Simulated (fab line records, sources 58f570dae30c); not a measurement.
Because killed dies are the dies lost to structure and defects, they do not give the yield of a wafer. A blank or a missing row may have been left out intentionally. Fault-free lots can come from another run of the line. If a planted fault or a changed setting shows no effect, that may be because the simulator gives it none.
fab line records -- flow berkeleyCmos170
[record] lots = 6, wafers = 18, lastDay = 11
route steps=331 shown NLDD@167 SPACER@171 PSD@175
lots untouched by any fault: they come from a run of this same line in which no faults occurred
startH: hours from the record's opening day to when the first of the lot's shown wafers began -- waitH: hours elapsed since this lot's preceding step -- " identical to the entry in the row above -- L1.1+2: several wafers, shown together as one row -- - no value present, or no start provided -- * or withheld: withheld -- < > ~ a bound
route shown NAME@n: a module of which the file shows steps, and the number in the route of the first -- usual: mean/standard deviation of fault-free wafers -- same: alike in all rows -- chamber/n: place in a boat -- sites: readings site by site -- _std_site: standard deviation of those values -- _edge_site: the outer-site mean with the inner-site mean subtracted -- radiusMm: how far each site lies from the wafer's centre -- mask NAME#n: copy n -- behind: the most recent tool/chamber to have shaped the wafer -- hold: what put the lot on hold/how long, in hours/how the hold closed -- device: the n, p or np transistor that did not switch -- end of line: tests run on the same wafers once the route is complete -- for a step that has no rows: nothing shown but its recipe -- killed: not the wafer's yield, but the dies lost to structure and defects at the first sort -- map: a wafer's dies, x killed, . not, _ none there
set.NAME: setting as actually run; set.NAME@STEP: the setting as run at that earlier step -- model.NAME: the simulator's own value behind a step, which no gauge read
lots at selected steps of the route; one table per step, one row per wafer
services: when a tool's chamber went out of use (startH, in hours from the record's first day, below 0 if earlier), for how many hours, and the reason
[[steps]]
[step UCB170_NLDD_IMPLANT_09]
[recipe] species = As, doseCm2 = 5e+13, energyKev = 30, tiltDeg = 7.21, rotationDeg = 180
[step UCB170_NLDD_STRIP_10]
[recipe] chemistry = O2, powerW = 400, pressureMtorr = 3500, platenTempC = withheld, o2FlowSccm = 400, overashFraction = 0.5
[usual] drypumpMotorCurrentA = 5.7/0.39, oesProductAu = 0.734/0.0044, stripTimeToEndpointS = 21.65/0.071
lot.wafer,tool,chamber,startH,waitH,drypumpMotorCurrentA,oesProductAu,rfHoursCounterH,stripTimeToEndpointS
L877.2,plasmaAsher-02,0,145.75,0.1,5.7,0.741,44,21.61
L877.3,plasmaAsher-02,1,145.75,0.1,5.4,0.731,-,21.66
L877.6,plasmaAsher-02,1,145.75,0.1,5.4,0.740,-,21.65
L879.2,plasmaAsher-03,1,159.01,0.1,5.0,0.727,39,21.55
L879.5,plasmaAsher-03,0,159.01,0.1,6.3,0.729,-,21.60
L879.6,plasmaAsher-03,1,159.01,0.1,5.0,0.733,-,21.54
L882.1,plasmaAsher-02,1,165.93,0.1,5.4,0.739,46,21.68
L882.2,plasmaAsher-02,0,165.93,0.1,5.8,0.738,46,21.60
L882.3,plasmaAsher-02,0,165.93,0.1,5.8,0.724,-,21.63
L884.2,plasmaAsher-04,1,181.91,0.1,6.1,0.735,49,21.79
L884.3,plasmaAsher-04,0,181.91,0.1,5.8,0.736,-,21.78
L884.6,plasmaAsher-04,0,181.91,0.1,5.8,0.732,-,21.84
L892.2,plasmaAsher-04,1,217.71,0.1,6.1,0.737,53,21.79
L892.3,plasmaAsher-04,1,217.71,0.1,6.1,0.736,-,21.85
L892.5,plasmaAsher-04,0,217.71,0.1,5.8,0.730,-,21.76
L896.2,plasmaAsher-03,1,226.68,0.1,5.1,0.733,48,21.67
L896.5,plasmaAsher-03,0,226.68,0.1,6.4,0.739,-,21.58
L896.6,plasmaAsher-03,1,226.68,0.1,5.1,0.727,-,21.64
[step UCB170_NLDD_TW_MEAS_11]
[usual] NLDD_TW = 2213/19
lot.wafer,tool,chamber,startH,waitH,NLDD_TW
L877.2,filmMetro-03,-,145.86,0.1,2214
L877.3,filmMetro-03,-,145.86,0.1,2212
L877.6,filmMetro-03,-,145.86,0.1,2231
L879.2,filmMetro-02,-,159.12,0.1,2184
L879.5,filmMetro-02,-,159.12,0.1,2200
L879.6,filmMetro-02,-,159.12,0.1,2189
L882.1,filmMetro-03,-,166.03,0.1,2221
L882.2,filmMetro-03,-,166.03,0.1,2207
L882.3,filmMetro-03,-,166.03,0.1,2230
L884.2,filmMetro-02,-,182.02,0.1,2183
L884.3,filmMetro-02,-,182.02,0.1,2164
L884.6,filmMetro-02,-,182.02,0.1,2174
L892.2,filmMetro-03,-,217.82,0.1,2233
L892.3,filmMetro-03,-,217.82,0.1,2234
L892.5,filmMetro-03,-,217.82,0.1,2242
L896.2,filmMetro-01,-,226.79,0.1,2209
L896.5,filmMetro-01,-,226.79,0.1,2215
L896.6,filmMetro-01,-,226.79,0.1,2196
[step UCB170_NLDD_CLEAN_12]
[recipe] chemistry = SPM, tempC = 120, timeS = 600
[step UCB170_SPACER_CVD_00]
[recipe] material = SiO2, targetThkNm = 376, tempC = 390, precursor = TEOS/O2, timeS = 47, rfW = 550, pressureMtorr = 9000
[usual] heaterPowerW = 276/50
lot.wafer,tool,chamber,startH,waitH,heaterPowerW
L877.2,pecvd-02,2,146.20,0.0,256
L877.3,pecvd-02,0,146.20,0.0,228
L877.6,pecvd-02,2,146.20,0.0,277
L879.2,pecvd-03,1,159.36,0.0,356
L879.5,pecvd-03,1,159.36,0.0,254
L879.6,pecvd-03,2,159.36,0.0,277
L882.1,pecvd-03,0,166.26,0.0,321
L882.2,pecvd-03,2,166.26,0.0,275
L882.3,pecvd-03,1,166.26,0.0,341
L884.2,pecvd-03,2,182.25,0.0,279
L884.3,pecvd-03,1,182.25,0.0,325
L884.6,pecvd-03,1,182.25,0.0,335
L892.2,pecvd-03,2,218.06,0.0,294
L892.3,pecvd-03,1,218.06,0.0,329
L892.5,pecvd-03,0,218.06,0.0,306
L896.2,pecvd-01,0,227.26,0.0,203
L896.5,pecvd-01,1,227.26,0.0,309
L896.6,pecvd-01,0,227.26,0.0,209
[step UCB170_SPACER_THK_MEAS_01]
[recipe] reads = SiO2_of_SPACER_CVD_00
[usual] SPACER_TEOS_THK = 375/5.2
lot.wafer,tool,chamber,startH,waitH,SPACER_TEOS_THK[nm]
L877.2,filmMetro-04,-,146.25,0.0,366
L877.3,filmMetro-04,-,146.25,0.0,374
L877.6,filmMetro-04,-,146.25,0.0,379
L879.2,filmMetro-03,-,159.41,0.0,375
L879.5,filmMetro-03,-,159.41,0.0,384
L879.6,filmMetro-03,-,159.41,0.0,377
L882.1,filmMetro-04,-,166.30,0.0,367
L882.2,filmMetro-04,-,166.30,0.0,367
L882.3,filmMetro-04,-,166.30,0.0,369
L884.2,filmMetro-04,-,182.30,0.0,372
L884.3,filmMetro-04,-,182.30,0.0,378
L884.6,filmMetro-04,-,182.30,0.0,380
L892.2,filmMetro-02,-,218.12,0.0,375
L892.3,filmMetro-02,-,218.12,0.0,376
L892.5,filmMetro-02,-,218.12,0.0,383
L896.2,filmMetro-04,-,227.31,0.0,371
L896.5,filmMetro-04,-,227.31,0.0,387
L896.6,filmMetro-04,-,227.31,0.0,378
[step UCB170_SPACER_ANNEAL_02]
[recipe] tempC = 900, timeS = 1800, ambient = N2
[step UCB170_SPACER_ETCHBACK_03]
[recipe] stopOn = Si, target = SiO2, chemistry = CHF3/CF4/Ar, CHF3_flow_sccm = 50, cf4FlowSccm = 10, Ar_flow_sccm = 120, pressureMtorr = 200, rfW = 500, targetDepthA = 3760, timeS = 100
[usual] drypumpMotorCurrentA = 5.8/0.45, oesProductAu = 0.902/0.018, throttleValvePct = 6.45/0.11
lot.wafer,tool,chamber,startH,waitH,drypumpMotorCurrentA,oesProductAu,rfHoursCounterH,throttleValvePct
L877.2,rieDiel-03,0,148.86,0.0,5.0,0.890,15,6.44
L877.3,rieDiel-03,1,148.86,0.0,5.3,0.914,32,6.26
L877.6,rieDiel-03,0,148.86,0.0,5.0,0.909,-,6.46
L879.2,rieDiel-04,2,163.00,0.0,6.3,0.888,143,6.43
L879.5,rieDiel-04,0,163.00,0.0,5.6,0.947,-,6.28
L879.6,rieDiel-04,1,163.00,0.0,5.2,0.935,-,6.56
L882.1,rieDiel-01,1,168.78,0.0,6.2,0.886,20,6.41
L882.2,rieDiel-01,2,168.78,0.0,5.8,0.888,142,6.44
L882.3,rieDiel-01,3,168.78,0.0,6.3,0.899,64,6.58
L884.2,rieDiel-04,0,186.84,0.0,5.6,0.913,39,6.27
L884.3,rieDiel-04,2,186.84,0.0,6.3,0.898,144,6.43
L884.6,rieDiel-04,3,186.84,0.0,6.0,0.895,-,6.36
L892.2,rieDiel-03,2,220.68,0.0,6.2,0.883,38,6.55
L892.3,rieDiel-03,3,220.68,0.0,6.1,0.877,42,6.53
L892.5,rieDiel-03,3,220.68,0.0,6.0,0.897,-,6.54
L896.2,rieDiel-03,0,230.19,0.1,5.0,0.898,18,6.46
L896.5,rieDiel-03,1,230.19,0.1,5.3,0.942,-,6.28
L896.6,rieDiel-03,3,230.19,0.1,6.0,0.888,-,6.52
[step UCB170_PSD_HMDS_00]
[recipe] primeTimeS = 60, primeTempC = 100
[step UCB170_PSD_COAT_01]
[recipe] resist = KrF, spinRpm = 1500, resistThkNm = 900
[step UCB170_PSD_SOFTBAKE_02]
[recipe] resist = KrF, tempC = 130, timeS = 60
[step UCB170_PSD_EXPOSE_03]
[recipe] maskId = PSELECT_MOD, na = 0.5, sigmaOuter = 0.6, sourceShape = conventional, targetCdNm = 1200, doseMj = 30
[step UCB170_PSD_PEB_04]
[recipe] pebTempC = 130, pebTimeS = withheld, resist = KrF
[usual] chillPlateTempC = 23.00/0.1, exhaustPa = 44.7/1.1, plateTempC = 129.96/0.12
lot.wafer,tool,chamber,startH,waitH,chillPlateTempC,exhaustPa,plateTempC
L877.2,lithoTrack-04,0,150.11,0.1,22.89,45.3,130.14
L877.3,lithoTrack-04,0,150.11,0.1,22.98,43.8,130.07
L877.6,lithoTrack-04,0,150.11,0.1,23.00,44.3,130.05
L879.2,lithoTrack-04,0,163.96,0.2,23.02,46.0,129.90
L879.5,lithoTrack-04,0,163.96,0.2,23.01,46.4,130.10
L879.6,lithoTrack-04,0,163.96,0.2,23.15,45.3,129.93
L882.1,lithoTrack-01,-,169.66,0.1,-,-,-
L882.2,lithoTrack-01,-,169.66,0.1,-,-,-
L882.3,lithoTrack-01,-,169.66,0.1,-,-,-
L884.2,lithoTrack-04,-,187.50,0.1,-,-,-
L884.3,lithoTrack-04,-,187.50,0.1,-,-,-
L884.6,lithoTrack-04,-,187.50,0.1,-,-,-
L892.2,lithoTrack-02,0,221.66,0.4,22.94,43.8,130.03
L892.3,lithoTrack-02,0,221.66,0.4,23.04,45.1,129.99
L892.5,lithoTrack-02,0,221.66,0.4,23.02,44.7,129.94
L896.2,lithoTrack-01,0,232.19,0.8,22.96,44.7,129.90
L896.5,lithoTrack-01,0,232.19,0.8,22.92,45.4,130.09
L896.6,lithoTrack-01,0,232.19,0.8,23.01,45.2,130.05
[step UCB170_PSD_DEVELOP_05]
[recipe] developer = TMAH, developTimeS = 45, resist = KrF, devTempC = 21
[[services]]
tool,chamber,startH,hours,kind
plasmaAsher-04,-,124.88,0.6,repair
pecvd-01,-,135.50,14.0,pm
pecvd-01,0,135.50,14.0,ventCycle
pecvd-01,1,135.50,14.0,ventCycle
pecvd-01,2,135.50,32.7,ventCycle
rieDiel-01,0,136.68,-,clean
rieDiel-01,0,136.68,19.3,scheduledDown
rieDiel-01,0,136.68,19.3,ventCycle
pecvd-01,2,141.04,27.2,repair
rieDiel-04,2,147.36,1.2,repair
pecvd-01,0,149.50,-,clean
pecvd-01,1,149.50,-,clean
pecvd-01,2,149.50,-,clean
pecvd-02,2,155.79,7.3,repair
rieDiel-03,-,182.64,1.0,repair
rieDiel-03,3,185.49,9.0,repair
rieDiel-04,2,211.72,-,clean
rieDiel-04,2,211.72,14.3,scheduledDown
rieDiel-04,2,211.72,14.3,ventCycle
rieDiel-01,2,218.03,-,clean
rieDiel-01,2,218.03,17.9,scheduledDown
pecvd-03,-,218.16,5.5,pm
rieDiel-03,2,224.49,6.0,repair
rieDiel-04,-,229.03,28.1,pm
[[key]]
[firstSign] step = UCB170_PSD_PEB_04, reading = toolRecord, direction = missing
effect none on later readings
metAt UCB170_PSD_PEB_04
struckWafers L882.1,L882.2,L882.3,L884.2,L884.3,L884.6
sortLeftOut L882.1,L882.2,L882.3,L884.2,L884.3,L884.6
testerLeftOut L882,L884
onsetBetween 163.96 169.66
[fault] kind = skippedStepWhole, tool = lithoTrack-01,lithoTrack-04, chamber = -, onsetH = 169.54, steps = UCB170_PSD_PEB_04, scope = struckLotsOnly
// testerLeftOut: of these lots the tester's yield and bins aren't shown, on N5 and GAA mostly nor the transistor test; their killed dies are dies lost to structure and defects alone, not to doping, threshold or leakage, so they don't give the yield
// sortLeftOut: the simulated sort isn't trusted on such a fault, so these wafers' sort isn't shown, and their yield isn't known
